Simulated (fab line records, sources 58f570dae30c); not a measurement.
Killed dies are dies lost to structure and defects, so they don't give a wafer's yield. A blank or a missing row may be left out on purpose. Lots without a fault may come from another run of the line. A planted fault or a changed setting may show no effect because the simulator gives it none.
Which tool did it? | flow berkeley_cmos170 | 14 lots, 42 wafers sampled, at 6 steps of a route of 331

WHAT THE GAUGES READ, wafer by wafer
UCB170_SDANNEAL_RS_MEAS_03: measures by four-point-probe. Usual: NSD_RS 37.49 ohm/sq, standard deviation 0.096.
lot  | measured     | on            | NSD_RS (ohm/sq)   | flag
L884 | day 7 16:14  | film_metro-02 | 37.55 37.47 37.61 |
L883 | day 7 16:28  | film_metro-01 | 37.50 37.44 37.63 |
L885 | day 7 16:32  | film_metro-03 | 37.63 37.54 37.54 |
L888 | day 8 07:07  | film_metro-02 | 37.50 37.53 37.51 |
L889 | day 8 07:07  | film_metro-01 | 37.72 37.65 37.68 |
L886 | day 8 07:22  | film_metro-03 | 37.46 37.47 37.51 |
L887 | day 8 07:38  | film_metro-01 | 37.66 37.64 37.66 |
L891 | day 8 12:16  | film_metro-03 | 37.32 37.40 37.42 |
L892 | day 8 20:10  | film_metro-03 | 37.43 37.49 37.39 |
L893 | day 9 16:08  | film_metro-03 | 37.51 37.56 37.64 |
L895 | day 9 21:13  | film_metro-01 | 37.56 37.54 37.63 |
L894 | day 9 21:29  | film_metro-02 | 37.38 37.41 37.37 |
L905 | day 11 19:17 | film_metro-02 | 37.53 37.55 37.46 |
L904 | day 11 19:45 | film_metro-01 | 37.47 37.47 37.30 |

UCB170_SILICIDE_THK_MEAS_03: measures by xrf. Usual: SILICIDE_TI_THK 29.0 nm, standard deviation 0.45.
lot  | measured     | on            | SILICIDE_TI_THK (nm) | flag
L884 | day 7 16:48  | film_metro-04 | 29.8 29.1 29.1       |
L883 | day 7 17:03  | film_metro-04 | 29.4 29.0 29.2       |
L885 | day 7 17:07  | film_metro-01 | 28.1 28.4 28.6       |
L888 | day 8 07:43  | film_metro-02 | 29.0 29.2 29.2       |
L889 | day 8 07:42  | film_metro-04 | 28.7 28.6 29.3       |
L886 | day 8 07:56  | film_metro-02 | 28.6 28.7 28.9       |
L887 | day 8 08:11  | film_metro-02 | 29.5 29.9 29.7       |
L891 | day 8 12:53  | film_metro-04 | 28.7 29.4 28.5       |
L892 | day 8 20:45  | film_metro-04 | 28.5 28.3 28.7       |
L893 | day 9 16:42  | film_metro-01 | 28.5 29.1 29.1       |
L895 | day 9 21:47  | film_metro-04 | 30.2 30.2 30.2       |
L894 | day 9 22:04  | film_metro-01 | 29.0 28.3 28.1       |
L905 | day 11 19:50 | film_metro-04 | 29.0 29.2 29.1       |
L904 | day 11 20:23 | film_metro-01 | 28.9 29.2 29.2       |

UCB170_M3_RS_MEAS_02: measures by four-point-probe. Usual: M3_AL_RS 0.0321 ohm/sq, standard deviation 0.00041.
lot  | measured     | on            | M3_AL_RS (ohm/sq)    | flag
L884 | day 8 13:47  | film_metro-02 | 0.0326 0.0325 0.0323 |
L883 | day 8 14:22  | film_metro-03 | 0.0317 0.0328 0.0325 |
L885 | day 8 18:12  | film_metro-03 | 0.0328 0.0319 0.0322 |
L888 | day 9 05:01  | film_metro-01 | 0.0329 0.0324 0.0328 |
L889 | day 9 04:20  | film_metro-02 | 0.0320 0.0320 0.0318 |
L886 | day 9 04:49  | film_metro-03 | 0.0315 0.0325 0.0327 |
L887 | day 9 05:20  | film_metro-03 | 0.0322 0.0317 0.0317 |
L891 | day 9 12:35  | film_metro-01 | 0.0327 0.0323 0.0319 |
L892 | day 9 20:16  | film_metro-01 | 0.0322 0.0325 0.0322 |
L893 | day 10 17:41 | film_metro-03 | 0.0451 0.0446 0.0438 | OFF
L895 | day 10 23:21 | film_metro-02 | 0.0432 0.0425 0.0437 | OFF
L894 | day 10 23:05 | film_metro-02 | 0.0324 0.0322 0.0316 |
L905 | day 12 18:05 | film_metro-01 | 0.0321 0.0325 0.0324 |
L904 | day 12 18:55 | film_metro-01 | 0.0316 0.0317 0.0320 |

UCB170_M3_THK_MEAS_03: measures by xrf. Usual: M3_AL_THK 911 nm, standard deviation 13.
lot  | measured     | on            | M3_AL_THK (nm) | flag
L884 | day 8 13:54  | film_metro-02 | 901 904 909    |
L883 | day 8 14:29  | film_metro-03 | 921 891 896    |
L885 | day 8 18:19  | film_metro-03 | 893 925 915    |
L888 | day 9 05:08  | film_metro-01 | 891 897 886    |
L889 | day 9 04:27  | film_metro-02 | 919 919 925    |
L886 | day 9 04:54  | film_metro-03 | 925 899 893    |
L887 | day 9 05:26  | film_metro-03 | 911 920 921    |
L891 | day 9 12:43  | film_metro-01 | 890 899 916    |
L892 | day 9 20:23  | film_metro-01 | 907 899 901    |
L893 | day 10 17:49 | film_metro-03 | 653 660 667    | OFF
L895 | day 10 23:28 | film_metro-02 | 685 700 676    | OFF
L894 | day 10 23:12 | film_metro-02 | 916 918 930    |
L905 | day 12 18:12 | film_metro-01 | 910 896 909    |
L904 | day 12 19:01 | film_metro-01 | 922 915 914    |

UCB170_M3_CD_MEAS_15: target cd 700 nm. Usual: cd_nm 700.0 nm, standard deviation 1.5.
lot  | measured     | on        | cd_nm (nm)        | flag
L884 | day 8 16:22  | cd_sem-01 | 697.1 698.8 699.8 |
L883 | day 8 16:52  | cd_sem-02 | 698.8 698.3 698.4 |
L885 | day 8 20:11  | cd_sem-01 | 700.6 699.4 700.4 |
L888 | day 9 09:13  | cd_sem-02 | 697.0 698.3 699.4 |
L889 | day 9 07:49  | cd_sem-02 | 701.0 699.6 699.3 |
L886 | day 9 09:00  | cd_sem-01 | 699.4 700.3 699.9 |
L887 | day 9 09:31  | cd_sem-02 | 697.8 696.5 697.9 |
L891 | day 9 14:36  | cd_sem-02 | 700.2 700.7 699.3 |
L892 | day 9 22:10  | cd_sem-02 | 702.5 702.4 701.3 |
L893 | day 10 20:18 | cd_sem-02 | 699.8 699.7 699.3 |
L895 | day 11 01:41 | cd_sem-01 | 702.5 702.2 701.6 |
L894 | day 11 01:24 | cd_sem-01 | 699.4 699.8 697.7 |
L905 | day 12 20:11 | cd_sem-01 | 699.6 699.4 699.4 |
L904 | day 12 21:41 | cd_sem-01 | 697.6 698.8 698.3 |

WHICH TOOL RAN EACH LOT (tool, then ch and the chambers of the sampled wafers, then the start)
lot  | UCB170_M3_SPUTTER_01
L884 | pvd_sputter-03, day 8 13:41
L883 | pvd_sputter-02, day 8 14:17
L885 | pvd_sputter-02, day 8 18:07
L888 | pvd_sputter-03, day 9 04:56
L889 | pvd_sputter-01, day 9 04:15
L886 | pvd_sputter-02, day 9 04:40
L887 | pvd_sputter-01, day 9 05:13
L891 | pvd_sputter-03, day 9 12:31
L892 | pvd_sputter-03, day 9 20:11
L893 | pvd_sputter-03, day 10 17:37
L895 | pvd_sputter-03, day 10 23:16
L894 | pvd_sputter-02, day 10 22:59
L905 | pvd_sputter-01, day 12 17:59
L904 | pvd_sputter-01, day 12 18:47
- UCB170_M3_SPUTTER_01: material Al, target thk 900 nm, time 120 s.

WHAT THE TOOLS THEMSELVES READ (means of the sampled wafers that have a number; where no wafer has one, the mark that the record gives instead)
UCB170_M3_SPUTTER_01. Usual: throttle_valve_pct 29.5 %, standard deviation 0.82.
lot  | tool           | throttle_valve_pct (%) | flag
L884 | pvd_sputter-03 | 29.8                   |
L883 | pvd_sputter-02 | 30.5                   |
L885 | pvd_sputter-02 | 29.8                   |
L888 | pvd_sputter-03 | 28.5                   |
L889 | pvd_sputter-01 | 29.1                   |
L886 | pvd_sputter-02 | 30.3                   |
L887 | pvd_sputter-01 | 29.7                   |
L891 | pvd_sputter-03 | 29.2                   |
L892 | pvd_sputter-03 | 28.8                   |
L893 | pvd_sputter-03 | 29.4                   |
L895 | pvd_sputter-03 | 29.7                   |
L894 | pvd_sputter-02 | 29.8                   |
L905 | pvd_sputter-01 | 29.5                   |
L904 | pvd_sputter-01 | 29.5                   |

THE ANSWER, worked out from the rows above alone
Rule: a lot is off if the mean of its wafers that have a number lies more than 3 standard deviations from the usual mean. A lot without any number at a reading at which 4 lots or more have one is off too. The other lots that the step has rows for count as sound. The gauges are gone through in route order, then the tools' own readings, and for those a lot's mean is taken as printed above. The first step at which some lot is off is used, and at that step the reading that is off furthest; a lot without a number counts as furthest.
Off: L893, L895, at UCB170_M3_RS_MEAS_02 (M3_AL_RS).
A tool fits if, at a process step before that reading, it ran every lot that is off, and no sound lot after the first of them. The gauges at UCB170_M3_RS_MEAS_02 are tried like those tools. One fits: pvd_sputter-03 at UCB170_M3_SPUTTER_01. Its last sound lot is L892 (day 9 20:11), its first lot that is off L893 (day 10 17:37): a fault that began between those two fits.

WHAT THE SIMULATOR HAD PUT IN
Process parameter drift: pvd_sputter-03, from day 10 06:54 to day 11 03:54, at UCB170_M3_SPUTTER_01. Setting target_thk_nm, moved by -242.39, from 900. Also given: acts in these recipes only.
Lots struck among those shown: L893, L895. The rule above found the same.
